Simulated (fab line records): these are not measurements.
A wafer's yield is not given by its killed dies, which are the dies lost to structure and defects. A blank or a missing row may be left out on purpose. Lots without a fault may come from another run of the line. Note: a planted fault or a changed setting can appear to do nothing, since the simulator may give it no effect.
What tool caused it?	flow berkeley cmos170	Sampling: 14 lots, 42 wafers, 6 of 331 route steps

WHAT THE GAUGES SHOWED, per wafer
UCB170_M1_RS_MEAS_01: uses a four-point probe to measure.
lot	measured	on	M1_AL_RS (ohm/sq)
L451	day 8 08:47	film metro-02	0.0480 0.0482 0.0482
L455	day 9 12:35	film metro-02	- - -
L454	day 9 12:47	film metro-04	0.0493 0.0494 0.0493
L453	day 9 12:52	film metro-01	0.0492 0.0489 0.0489
L458	day 9 09:46	film metro-01	0.0498 0.0497 0.0492
L456	day 9 12:56	film metro-02	- - -
L459	day 9 13:07	film metro-04	0.0481 0.0486 0.0485
L464	day 11 00:53	film metro-04	0.0486 0.0485 0.0490
L467	day 11 01:55	film metro-02	0.0481 0.0481 0.0487
L468	day 11 19:47	film metro-01	0.0482 0.0489 0.0486
L470	day 12 04:32	film metro-04	0.0483 0.0489 0.0481
L472	day 12 06:02	film metro-01	0.0491 0.0495 0.0492
L471	day 12 08:11	film metro-01	0.0477 0.0476 0.0475
L469	day 12 08:30	film metro-02	0.0481 0.0483 0.0487

UCB170_M1_THK_MEAS_02: measures by xrf.
lot	measured	on	M1_AL_THK (nm)
L451	day 8 08:54	film metro-02	613 613 612
L455	day 9 12:41	film metro-02	<0 <0 <0
L454	day 9 12:54	film metro-04	598 598 605
L453	day 9 12:58	film metro-01	596 600 602
L458	day 9 09:51	film metro-01	590 592 598
L456	day 9 13:04	film metro-02	<0 <0 <0
L459	day 9 13:14	film metro-04	614 609 614
L464	day 11 00:59	film metro-04	615 608 604
L467	day 11 02:02	film metro-02	617 615 605
L468	day 11 19:54	film metro-01	607 604 602
L470	day 12 04:39	film metro-04	609 604 616
L472	day 12 06:09	film metro-01	602 599 600
L471	day 12 08:17	film metro-01	617 621 624
L469	day 12 08:37	film metro-02	608 610 607

WHAT TOOL EACH LOT RAN ON (gives the tool, then ch and the chambers of the sampled wafers, and finally the start)
lot	UCB170_PSD_STRIP_09	UCB170_SDANNEAL_RTA_01	UCB170_CONTACT_STRIP_06	UCB170_M1_SPUTTER_00
L451	plasma asher-03 ch 0,1, day 7 21:47	rtp anneal-02 ch 0, day 8 02:53	plasma asher-04 ch 0,1, day 8 06:23	pvd sputter-01, day 8 08:43
L455	plasma asher-02 ch 0,1, day 8 21:50	rtp anneal-01 ch 0, day 9 04:20	plasma asher-03 ch 0,1, day 9 09:26	pvd sputter-01, day 9 12:29
L454	plasma asher-02 ch 1, day 8 22:10	rtp anneal-01 ch 0, day 9 04:45	plasma asher-03 ch 0,1, day 9 09:30	pvd sputter-03, day 9 12:43
L453	plasma asher-03 ch 0,1, day 8 22:10	rtp anneal-02 ch 0, day 9 04:23	plasma asher-01 ch 0,1, day 9 09:53	pvd sputter-04, day 9 12:45
L458	plasma asher-03 ch 0,1, day 8 22:25	rtp anneal-02 ch 0, day 9 04:16	plasma asher-04 ch 0,1, day 9 07:39	pvd sputter-03, day 9 09:38
L456	plasma asher-02 ch 0,1, day 8 22:37	rtp anneal-02 ch 0, day 9 05:35	plasma asher-04 ch 0,1, day 9 09:52	pvd sputter-01, day 9 12:53
L459	plasma asher-02 ch 0,1, day 8 22:43	rtp anneal-02 ch 0, day 9 05:11	plasma asher-01 ch 0,1, day 9 10:18	pvd sputter-04, day 9 13:04
L464	plasma asher-01 ch 1, day 10 16:22	rtp anneal-01 ch 0, day 10 19:32	plasma asher-04 ch 0,1, day 10 22:54	pvd sputter-04, day 11 00:48
L467	plasma asher-02 ch 0,1, day 10 16:39	rtp anneal-01 ch 0, day 10 20:25	plasma asher-03 ch 0,1, day 10 23:48	pvd sputter-01, day 11 01:52
L468	plasma asher-03 ch 0,1, day 11 09:49	rtp anneal-02 ch 0, day 11 13:31	plasma asher-03 ch 0,1, day 11 17:22	pvd sputter-04, day 11 19:43
L470	plasma asher-02 ch 0,1, day 11 19:51	rtp anneal-02 ch 0, day 11 22:56	plasma asher-03 ch 0, day 12 02:26	pvd sputter-01, day 12 04:28
L472	plasma asher-01 ch 0,1, day 11 20:28	rtp anneal-02 ch 0, day 11 23:23	plasma asher-01 ch 0,1, day 12 03:39	pvd sputter-03, day 12 05:58
L471	plasma asher-03 ch 0,1, day 11 22:19	rtp anneal-02 ch 0, day 12 01:08	plasma asher-01 ch 0,1, day 12 05:34	pvd sputter-01, day 12 08:01
L469	plasma asher-02 ch 0,1, day 11 22:26	rtp anneal-01 ch 0, day 12 01:29	plasma asher-01 ch 0,1, day 12 05:43	pvd sputter-03, day 12 08:26
- UCB170_PSD_STRIP_09: strips in O2.
- UCB170_SDANNEAL_RTA_01: time 5 s.
- UCB170_CONTACT_STRIP_06: strips in O2.
- UCB170_M1_SPUTTER_00: material Al, target thk 600 nm, time 80 s.

WHAT THE TOOLS THEMSELVES READ (means of the sampled wafers that have a number; where no wafer has one, the mark that the record gives instead)
UCB170_PSD_STRIP_09.
lot	tool	chamber pressure mTorr (mTorr)	drypump motor current A (A)	oes product au (a.u.)	strip time to endpoint s (s)
L451	plasma asher-03	3499.0	5.3	0.597	29.35
L455	plasma asher-02	3499.8	6.2	0.598	29.20
L454	plasma asher-02	3498.9	6.4	0.602	29.33
L453	plasma asher-03	3498.6	5.3	0.597	29.37
L458	plasma asher-03	3497.8	5.3	0.601	29.37
L456	plasma asher-02	3499.5	6.2	0.598	29.36
L459	plasma asher-02	3501.3	6.2	0.605	29.34
L464	plasma asher-01	3500.6	6.0	0.605	29.36
L467	plasma asher-02	3498.9	6.2	0.604	29.33
L468	plasma asher-03	3501.1	5.4	0.598	29.39
L470	plasma asher-02	3499.1	6.3	0.602	29.18
L472	plasma asher-01	3500.5	6.0	0.605	29.44
L471	plasma asher-03	3499.8	5.3	0.599	29.41
L469	plasma asher-02	3497.9	6.2	0.596	29.39

UCB170_SDANNEAL_RTA_01.
lot	tool	lamp power pct (%)	wafer_temp_C_max
L451	rtp anneal-02	35.7	1056.5
L455	rtp anneal-01	37.2	1052.3
L454	rtp anneal-01	37.2	1052.9
L453	rtp anneal-02	35.6	1055.4
L458	rtp anneal-02	35.7	1054.3
L456	rtp anneal-02	35.6	1054.6
L459	rtp anneal-02	35.6	1054.9
L464	rtp anneal-01	37.2	1052.8
L467	rtp anneal-01	37.2	1052.1
L468	rtp anneal-02	35.6	1056.0
L470	rtp anneal-02	35.6	1054.3
L472	rtp anneal-02	35.6	1056.5
L471	rtp anneal-02	35.6	1056.3
L469	rtp anneal-01	37.2	1053.1

UCB170_CONTACT_STRIP_06.
lot	tool	chamber pressure mTorr (mTorr)	drypump motor current A (A)	oes product au (a.u.)	strip time to endpoint s (s)
L451	plasma asher-04	3496	5.50	0.741	21.97
L455	plasma asher-03	3499	5.37	0.739	21.91
L454	plasma asher-03	3505	5.32	0.736	21.92
L453	plasma asher-01	3498	6.04	0.738	21.99
L458	plasma asher-04	3502	5.52	0.736	21.90
L456	plasma asher-04	3500	5.50	0.731	21.96
L459	plasma asher-01	3499	6.02	0.731	22.00
L464	plasma asher-04	3500	5.51	0.736	21.96
L467	plasma asher-03	3500	5.37	0.737	22.09
L468	plasma asher-03	3500	5.38	0.734	21.89
L470	plasma asher-03	3495	5.28	0.733	21.99
L472	plasma asher-01	3498	6.02	0.731	21.88
L471	plasma asher-01	3501	6.00	0.733	21.92
L469	plasma asher-01	3499	6.04	0.734	21.95

UCB170_M1_SPUTTER_00.
lot	tool	cathode dc power W (W)	chamber pressure pa (Pa)	throttle valve pct (%)
L451	pvd sputter-01	6000.1	0.4998	29.4
L455	pvd sputter-01	-	-	-
L454	pvd sputter-03	5999.6	0.4995	28.9
L453	pvd sputter-04	6000.4	0.5003	30.1
L458	pvd sputter-03	5999.3	0.4994	29.1
L456	pvd sputter-01	-	-	-
L459	pvd sputter-04	6001.1	0.5010	30.8
L464	pvd sputter-04	5999.8	0.4996	29.2
L467	pvd sputter-01	6000.5	0.4998	29.8
L468	pvd sputter-04	5998.9	0.5003	29.8
L470	pvd sputter-01	6000.6	0.5000	30.2
L472	pvd sputter-03	6000.1	0.4999	29.9
L471	pvd sputter-01	5999.5	0.5004	30.0
L469	pvd sputter-03	5999.7	0.4999	30.1

THE ANSWER, worked out from the rows above alone
Rule: what is usual is taken from the lots themselves. Put in order of their means at a reading, lots are off if they are a third of the lots or fewer, leave a main group of 4 or more, and stand apart from it by a gap of 3 or more times the standard deviation of the main group's means; of several such gaps the widest counts. The tables above print the reading to a certain number of digits; a main group whose means all agree to those digits is not used. A lot without any number at a reading at which 4 lots or more have one is off too. Any other lot the step has rows for is counted as sound. The gauges are gone through in route order, then the tools' own readings, and for those a lot's mean is taken as printed above. At the first step where some lot is off, the reading lying furthest off is the one used; lots without a number count as furthest.
Off: L455, L456, at UCB170_M1_RS_MEAS_01 (M1_AL_RS). Without a number there: L455, L456. For the main group the mean is 0.0486 ohm/sq and the standard deviation 0.00054.
A tool fits if, at a process step before that reading, it ran every lot that is off, and no sound lot after the first of them. The gauges at UCB170_M1_RS_MEAS_01 aren't tried: what is off there is off at UCB170_M1_SPUTTER_00 too, on other tools, and a gauge's error can't cause that. No candidate that was tried fits.

WHAT HAD BEEN PUT IN BY THE SIMULATOR
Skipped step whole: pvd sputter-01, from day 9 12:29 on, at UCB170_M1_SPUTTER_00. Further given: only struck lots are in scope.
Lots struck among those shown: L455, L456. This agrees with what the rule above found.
